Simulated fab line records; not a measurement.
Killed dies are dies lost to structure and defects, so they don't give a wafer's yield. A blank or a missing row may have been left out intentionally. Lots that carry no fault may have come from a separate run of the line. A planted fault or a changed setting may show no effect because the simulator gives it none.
Which tool is to blame? | flow rit-cmos | 14 lots with 42 wafers sampled at 2 steps, on a route of 202 steps

## WHAT THE GAUGES SHOWED, per wafer
RIT_GATE_THK_MEAS_07.
lot  | measured    | on            | GATE_OXIDE_THK (nm)
L345 | day 2 12:16 | film-metro-03 | 2.87 2.92 3.00
L347 | day 2 23:32 | film-metro-04 | 3.05 3.02 2.96
L349 | day 3 08:01 | film-metro-04 | 2.96 2.93 3.03
L351 | day 3 19:25 | film-metro-04 | 2.97 2.98 2.97
L353 | day 4 08:04 | film-metro-02 | 3.10 3.06 3.09
L354 | day 4 10:43 | film-metro-02 | 3.08 3.04 3.02
L355 | day 4 12:15 | film-metro-04 | 3.12 3.05 3.12
L357 | day 4 23:29 | film-metro-02 | 3.02 2.93 3.05
L358 | day 5 07:26 | film-metro-03 | 3.02 3.00 3.07
L359 | day 5 09:18 | film-metro-02 | 3.04 3.14 3.01
L360 | day 5 17:44 | film-metro-02 | 4.10 4.12 4.08
L361 | day 5 19:29 | film-metro-03 | 4.07 4.03 4.12
L364 | day 6 14:02 | film-metro-04 | 3.04 3.10 3.02
L368 | day 7 08:28 | film-metro-03 | 2.98 3.03 2.98

## WHICH TOOL RAN EACH LOT (tool, then ch and the chambers of the sampled wafers, then the start)
lot  | RIT_GATE_OXIDATION_05
L345 | furnace-04 ch 0, day 2 10:13
L347 | furnace-01 ch 0, day 2 22:11
L349 | furnace-01 ch 0, day 3 05:22
L351 | furnace-01 ch 0, day 3 17:00
L353 | furnace-03 ch 0, day 4 06:44
L354 | furnace-04 ch 0, day 4 09:23
L355 | furnace-03 ch 0, day 4 10:55
L357 | furnace-04 ch 0, day 4 21:44
L358 | furnace-01 ch 0, day 5 04:10
L359 | furnace-01 ch 0, day 5 07:58
L360 | furnace-04 ch 0, day 5 13:51
L361 | furnace-04 ch 0, day 5 17:47
L364 | furnace-01 ch 0, day 6 12:18
L368 | furnace-03 ch 0, day 7 05:49
- RIT_GATE_OXIDATION_05: target thk 3 nm, ox time 270 s.

## WHAT THE TOOLS THEMSELVES READ (means of the sampled wafers that have a number; where no wafer has one, the mark that the record gives instead)
The record holds no such reading with a usual standard deviation.

## THE ANSWER, worked out from the rows above alone
Rule: usual is defined by the lots themselves. The widest of any qualifying gaps counts: lots, ordered by their means at a reading, are off when they make up no more than a third of the lots, leave a main group of 4 or more, and stand apart from it by 3 or more times the standard deviation of that group's means. Not used: any main group whose means are identical at the precision the tables above print for the reading. Also off: a lot with no number at a reading for which 4 or more lots have one. All remaining lots with rows at the step are treated as sound. After the gauges, taken in route order, come the tools' own readings; for these a lot's mean is taken, as printed above. At the first step where some lot is off, the reading lying furthest off is the one used; lots without a number count as furthest.
Off: L360, L361, seen at RIT_GATE_THK_MEAS_07 (GATE_OXIDE_THK). The main group has a mean of 3.02 nm with a standard deviation of 0.048.
A tool fits if, at a process step before that reading, it ran every lot that is off, and no sound lot after the first of them. The gauges at RIT_GATE_THK_MEAS_07 are tried like those tools. One fits: RIT_GATE_OXIDATION_05 on furnace-04. Its last sound lot is L357 (day 4 21:44), its first lot that is off L360 (day 5 13:51): a fault that began between those two fits.

## WHAT WAS PUT IN BY THE SIMULATOR
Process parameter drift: furnace-04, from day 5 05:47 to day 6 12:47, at RIT_GATE_OXIDATION_05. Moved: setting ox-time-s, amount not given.
Shown lots that were struck: L360, L361. The rule above found the same.
